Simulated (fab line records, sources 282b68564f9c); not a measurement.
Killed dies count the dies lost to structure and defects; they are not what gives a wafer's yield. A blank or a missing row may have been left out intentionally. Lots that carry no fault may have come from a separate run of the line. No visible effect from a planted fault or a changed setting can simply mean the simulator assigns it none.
fab line records / flow rit_cmos
record: lots: 6 wafers: 18 last_day: 7
route steps=202 shown PSD@144 SDANNEAL@153
lots that met no fault: from a run of the same line without faults
start_h: the number of hours between the record's first day and the start of the first shown wafer of the lot / wait_h: time in hours since the lot's previous step / " repeats the value in the row above / L1.1+2: a row that stands for several wafers / - no value, or no start was given / * or withheld: withheld / < > ~ a bound
route shown NAME@n: names a module that has steps shown in the file, with the first one's number in the route / usual: mean/standard deviation of fault-free wafers / same: alike in all rows / chamber/n: place in a boat / sites: readings site by site / _std_site: standard deviation of those values / _edge_site: inner sites' mean taken away from outer sites' mean / radius_mm: for every site, how far away it sits from the centre of the wafer / mask NAME#n: copy n / behind: the tool/chamber that last shaped the wafer / hold: cause of the lot's hold/its duration in hours/its outcome / device: the transistor (n, p or np) that didn't switch / end of line: tests run on the same wafers once the route is complete / a step with no rows: only its recipe / killed: dies lost to structure and defects at the first sort, not the wafer's yield / map: per-die view of a wafer (x killed, . not killed, _ where there is no die)
set.NAME: the setting the step ran with; set.NAME@STEP: the setting that earlier step ran with / model.NAME: the simulator's own value behind a step, which no gauge read
a table for each step, a row for each wafer; lots at some steps of the route
services: from which hour (start_h, from the record's first day; less than 0 if before it) a tool's chamber was out of use, for how many hours, and why
== steps ==
step: RIT_PSD_SOFTBAKE_02
recipe: resist: NOVOLAK temp_c: 90 time_s: 60
step: RIT_PSD_EXPOSE_03
recipe: mask_id: M10 na: 0.57 target_cd_nm: 40900 dose_mj: 250
step: RIT_PSD_PEB_04
recipe: resist: NOVOLAK temp_c: withheld time_s: withheld
step: RIT_PSD_DEVELOP_05
recipe: resist: NOVOLAK develop_time_s: 50 dev_temp_c: 23
step: RIT_PSD_OVL_MEAS_06
usual: PSD_OVL: -0.2/1.3
lot.wafer=L707.1 tool=overlay-01 chamber=- start_h=60.67 wait_h=- PSD_OVL[nm]=-0.3
lot.wafer=L707.3 tool=overlay-01 chamber=- start_h=60.67 wait_h=- PSD_OVL[nm]=1.2
lot.wafer=L707.6 tool=overlay-01 chamber=- start_h=60.67 wait_h=- PSD_OVL[nm]=1.2
lot.wafer=L716.2 tool=overlay-01 chamber=- start_h=103.58 wait_h=- PSD_OVL[nm]=1.9
lot.wafer=L716.5 tool=overlay-01 chamber=- start_h=103.58 wait_h=- PSD_OVL[nm]=0.0
lot.wafer=L716.6 tool=overlay-01 chamber=- start_h=103.58 wait_h=- PSD_OVL[nm]=-1.2
lot.wafer=L717.1 tool=overlay-02 chamber=- start_h=108.90 wait_h=- PSD_OVL[nm]=-0.4
lot.wafer=L717.4 tool=overlay-02 chamber=- start_h=108.90 wait_h=- PSD_OVL[nm]=0.3
lot.wafer=L717.5 tool=overlay-02 chamber=- start_h=108.90 wait_h=- PSD_OVL[nm]=-0.3
lot.wafer=L718.2 tool=overlay-02 chamber=- start_h=114.08 wait_h=- PSD_OVL[nm]=-0.3
lot.wafer=L718.3 tool=overlay-02 chamber=- start_h=114.08 wait_h=- PSD_OVL[nm]=0.2
lot.wafer=L718.5 tool=overlay-02 chamber=- start_h=114.08 wait_h=- PSD_OVL[nm]=-1.5
lot.wafer=L727.3 tool=overlay-01 chamber=- start_h=158.28 wait_h=- PSD_OVL[nm]=1.0
lot.wafer=L727.5 tool=overlay-01 chamber=- start_h=158.28 wait_h=- PSD_OVL[nm]=0.6
lot.wafer=L727.6 tool=overlay-01 chamber=- start_h=158.28 wait_h=- PSD_OVL[nm]=-0.3
lot.wafer=L728.1 tool=overlay-02 chamber=- start_h=164.18 wait_h=- PSD_OVL[nm]=0.4
lot.wafer=L728.2 tool=overlay-02 chamber=- start_h=164.18 wait_h=- PSD_OVL[nm]=0.4
lot.wafer=L728.3 tool=overlay-02 chamber=- start_h=164.18 wait_h=- PSD_OVL[nm]=-1.3
step: RIT_PSD_HARDBAKE_07
recipe: resist: NOVOLAK temp_c: 140 time_s: 60
step: RIT_PSD_IMPLANT_08
recipe: species: BF2 energy_kev: 27.44 dose_cm2: 5e+15 tilt_deg: 7
step: RIT_PSD_STRIP_09
recipe: chemistry: O2 time_s: 180 resist: NOVOLAK platen_temp_c: withheld power_w: 500 pressure_mtorr: 4000 o2_flow_sccm: 4000
usual: drypump_motor_current_A: 5.5/0.47
lot.wafer=L707.1 tool=plasma_asher-04 chamber=0 start_h=61.03 wait_h=0.1 drypump_motor_current_A=5.5 rf_hours_counter_h=44
lot.wafer=L707.3 tool=plasma_asher-04 chamber=0 start_h=61.03 wait_h=0.1 drypump_motor_current_A=5.5 rf_hours_counter_h=-
lot.wafer=L707.6 tool=plasma_asher-04 chamber=1 start_h=61.03 wait_h=0.1 drypump_motor_current_A=4.9 rf_hours_counter_h=-
lot.wafer=L716.2 tool=plasma_asher-03 chamber=1 start_h=103.91 wait_h=0.1 drypump_motor_current_A=5.2 rf_hours_counter_h=30
lot.wafer=L716.5 tool=plasma_asher-03 chamber=1 start_h=103.91 wait_h=0.1 drypump_motor_current_A=5.2 rf_hours_counter_h=-
lot.wafer=L716.6 tool=plasma_asher-03 chamber=0 start_h=103.91 wait_h=0.1 drypump_motor_current_A=6.4 rf_hours_counter_h=-
lot.wafer=L717.1 tool=plasma_asher-03 chamber=1 start_h=109.24 wait_h=0.1 drypump_motor_current_A=5.2 rf_hours_counter_h=30
lot.wafer=L717.4 tool=plasma_asher-03 chamber=1 start_h=109.24 wait_h=0.1 drypump_motor_current_A=5.2 rf_hours_counter_h=-
lot.wafer=L717.5 tool=plasma_asher-03 chamber=0 start_h=109.24 wait_h=0.1 drypump_motor_current_A=6.4 rf_hours_counter_h=-
lot.wafer=L718.2 tool=plasma_asher-04 chamber=0 start_h=114.59 wait_h=0.1 drypump_motor_current_A=5.5 rf_hours_counter_h=50
lot.wafer=L718.3 tool=plasma_asher-04 chamber=0 start_h=114.59 wait_h=0.1 drypump_motor_current_A=5.5 rf_hours_counter_h=-
lot.wafer=L718.5 tool=plasma_asher-04 chamber=0 start_h=114.59 wait_h=0.1 drypump_motor_current_A=5.5 rf_hours_counter_h=-
lot.wafer=L727.3 tool=plasma_asher-04 chamber=0 start_h=158.66 wait_h=0.1 drypump_motor_current_A=5.5 rf_hours_counter_h=-
lot.wafer=L727.5 tool=plasma_asher-04 chamber=0 start_h=158.66 wait_h=0.1 drypump_motor_current_A=5.5 rf_hours_counter_h=-
lot.wafer=L727.6 tool=plasma_asher-04 chamber=1 start_h=158.66 wait_h=0.1 drypump_motor_current_A=5.0 rf_hours_counter_h=-
lot.wafer=L728.1 tool=plasma_asher-04 chamber=0 start_h=164.51 wait_h=0.1 drypump_motor_current_A=5.5 rf_hours_counter_h=57
lot.wafer=L728.2 tool=plasma_asher-04 chamber=1 start_h=164.51 wait_h=0.1 drypump_motor_current_A=4.9 rf_hours_counter_h=57
lot.wafer=L728.3 tool=plasma_asher-04 chamber=1 start_h=164.51 wait_h=0.1 drypump_motor_current_A=4.9 rf_hours_counter_h=-
step: RIT_PSD_TW_MEAS_10
usual: PSD_TW: 3432/32
lot.wafer=L707.1 tool=film_metro-03 chamber=- start_h=61.21 wait_h=0.1 PSD_TW=3442
lot.wafer=L707.3 tool=film_metro-03 chamber=- start_h=61.21 wait_h=0.1 PSD_TW=3458
lot.wafer=L707.6 tool=film_metro-03 chamber=- start_h=61.21 wait_h=0.1 PSD_TW=3464
lot.wafer=L716.2 tool=film_metro-04 chamber=- start_h=104.09 wait_h=0.1 PSD_TW=3443
lot.wafer=L716.5 tool=film_metro-04 chamber=- start_h=104.09 wait_h=0.1 PSD_TW=3448
lot.wafer=L716.6 tool=film_metro-04 chamber=- start_h=104.09 wait_h=0.1 PSD_TW=3446
lot.wafer=L717.1 tool=film_metro-04 chamber=- start_h=109.41 wait_h=0.1 PSD_TW=3441
lot.wafer=L717.4 tool=film_metro-04 chamber=- start_h=109.41 wait_h=0.1 PSD_TW=3454
lot.wafer=L717.5 tool=film_metro-04 chamber=- start_h=109.41 wait_h=0.1 PSD_TW=3450
lot.wafer=L718.2 tool=film_metro-03 chamber=- start_h=114.78 wait_h=0.1 PSD_TW=3387
lot.wafer=L718.3 tool=film_metro-03 chamber=- start_h=114.78 wait_h=0.1 PSD_TW=3403
lot.wafer=L718.5 tool=film_metro-03 chamber=- start_h=114.78 wait_h=0.1 PSD_TW=3426
lot.wafer=L727.3 tool=film_metro-04 chamber=- start_h=158.80 wait_h=0.1 PSD_TW=3468
lot.wafer=L727.5 tool=film_metro-04 chamber=- start_h=158.80 wait_h=0.1 PSD_TW=3472
lot.wafer=L727.6 tool=film_metro-04 chamber=- start_h=158.80 wait_h=0.1 PSD_TW=3447
lot.wafer=L728.1 tool=film_metro-04 chamber=- start_h=164.69 wait_h=0.1 PSD_TW=3467
lot.wafer=L728.2 tool=film_metro-04 chamber=- start_h=164.69 wait_h=0.1 PSD_TW=3454
lot.wafer=L728.3 tool=film_metro-04 chamber=- start_h=164.69 wait_h=0.1 PSD_TW=3467
step: RIT_SDANNEAL_CLEAN_00
recipe: chemistry: SC1 mix: 3:3:50 time_s: 600 temp_c: 75
step: RIT_SDANNEAL_CLEAN_01
recipe: chemistry: dHF dilution: 50:1 time_s: 30
step: RIT_SDANNEAL_CLEAN_02
recipe: chemistry: SC2 mix: 3:3:50 time_s: 600 temp_c: 75 dry: n2_spin
step: RIT_SDANNEAL_RTA_03
recipe: temp_c: 1050 time_s: 5 idle_temp_c: 600 ramp_up_c_per_s: 342 ramp_down_c_per_s: 171 cool_to_c: 600 ambient: N2
usual: anneal_temp_c_max: 1054.1/0.98 chamber_o2_ppm: 1.997/0.022 wafer_temp_C_max: 1053.3/1.1
lot.wafer=L707.1 tool=rtp_anneal-02 chamber=0 start_h=61.67 wait_h=0.0 anneal_temp_c_max=1053.6 chamber_o2_ppm=1.982 wafer_temp_C_max=1056.2
lot.wafer=L707.3 tool=rtp_anneal-02 chamber=0 start_h=61.67 wait_h=0.0 anneal_temp_c_max=1053.9 chamber_o2_ppm=1.984 wafer_temp_C_max=1052.1
lot.wafer=L707.6 tool=rtp_anneal-02 chamber=0 start_h=61.67 wait_h=0.0 anneal_temp_c_max=1054.7 chamber_o2_ppm=2.000 wafer_temp_C_max=1053.5
lot.wafer=L716.2 tool=rtp_anneal-01 chamber=0 start_h=104.52 wait_h=0.0 anneal_temp_c_max=1056.9 chamber_o2_ppm=1.978 wafer_temp_C_max=1051.7
lot.wafer=L716.5 tool=rtp_anneal-01 chamber=0 start_h=104.52 wait_h=0.0 anneal_temp_c_max=1054.1 chamber_o2_ppm=1.974 wafer_temp_C_max=1052.5
lot.wafer=L716.6 tool=rtp_anneal-01 chamber=0 start_h=104.52 wait_h=0.0 anneal_temp_c_max=1054.5 chamber_o2_ppm=1.991 wafer_temp_C_max=1052.7
lot.wafer=L717.1 tool=rtp_anneal-02 chamber=- start_h=109.84 wait_h=0.0 anneal_temp_c_max=- chamber_o2_ppm=- wafer_temp_C_max=-
lot.wafer=L717.4 tool=rtp_anneal-02 chamber=- start_h=109.84 wait_h=0.0 anneal_temp_c_max=- chamber_o2_ppm=- wafer_temp_C_max=-
lot.wafer=L717.5 tool=rtp_anneal-02 chamber=- start_h=109.84 wait_h=0.0 anneal_temp_c_max=- chamber_o2_ppm=- wafer_temp_C_max=-
lot.wafer=L718.2 tool=rtp_anneal-01 chamber=- start_h=115.28 wait_h=0.0 anneal_temp_c_max=- chamber_o2_ppm=- wafer_temp_C_max=-
lot.wafer=L718.3 tool=rtp_anneal-01 chamber=- start_h=115.28 wait_h=0.0 anneal_temp_c_max=- chamber_o2_ppm=- wafer_temp_C_max=-
lot.wafer=L718.5 tool=rtp_anneal-01 chamber=- start_h=115.28 wait_h=0.0 anneal_temp_c_max=- chamber_o2_ppm=- wafer_temp_C_max=-
lot.wafer=L727.3 tool=rtp_anneal-02 chamber=0 start_h=159.24 wait_h=0.0 anneal_temp_c_max=1053.4 chamber_o2_ppm=2.036 wafer_temp_C_max=1052.7
lot.wafer=L727.5 tool=rtp_anneal-02 chamber=0 start_h=159.24 wait_h=0.0 anneal_temp_c_max=1053.4 chamber_o2_ppm=1.992 wafer_temp_C_max=1055.0
lot.wafer=L727.6 tool=rtp_anneal-02 chamber=0 start_h=159.24 wait_h=0.0 anneal_temp_c_max=1054.0 chamber_o2_ppm=2.018 wafer_temp_C_max=1051.5
lot.wafer=L728.1 tool=rtp_anneal-01 chamber=0 start_h=165.12 wait_h=0.0 anneal_temp_c_max=1053.6 chamber_o2_ppm=2.020 wafer_temp_C_max=1053.1
lot.wafer=L728.2 tool=rtp_anneal-01 chamber=0 start_h=165.12 wait_h=0.0 anneal_temp_c_max=1054.7 chamber_o2_ppm=2.046 wafer_temp_C_max=1052.4
lot.wafer=L728.3 tool=rtp_anneal-01 chamber=0 start_h=165.12 wait_h=0.0 anneal_temp_c_max=1053.5 chamber_o2_ppm=2.022 wafer_temp_C_max=1052.6
== services ==
tool=plasma_asher-04 chamber=- start_h=52.02 hours=1.9 kind=repair
== key ==
first_sign: step: RIT_SDANNEAL_RTA_03 reading: tool_record direction: missing
effect none on later readings
met_at RIT_SDANNEAL_RTA_03
struck_wafers L717.1,L717.4,L717.5,L718.2,L718.3,L718.5
later_rows_left_out L717.1,L717.4,L717.5,L718.2,L718.3,L718.5
sort_left_out L717.1,L717.4,L717.5,L718.2,L718.3,L718.5
tester_left_out L717,L718
onset_between 104.52 109.84
fault: kind: skipped_step_whole tool: rtp_anneal-01,rtp_anneal-02 chamber: - onset_h: 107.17 steps: RIT_SDANNEAL_RTA_03 scope: struck_lots_only
tester_left_out: of these lots the tester's yield and bins aren't shown, on N5 and GAA mostly nor the transistor test; their killed dies are dies lost to structure and defects alone, not to doping, threshold or leakage, so they don't give the yield
sort_left_out: the simulated sort isn't trusted on such a fault, so these wafers' sort isn't shown, and their yield isn't known
later_rows_left_out: the simulator's readings of these wafers behind a module that went badly wrong aren't trusted and aren't shown, but for the sort
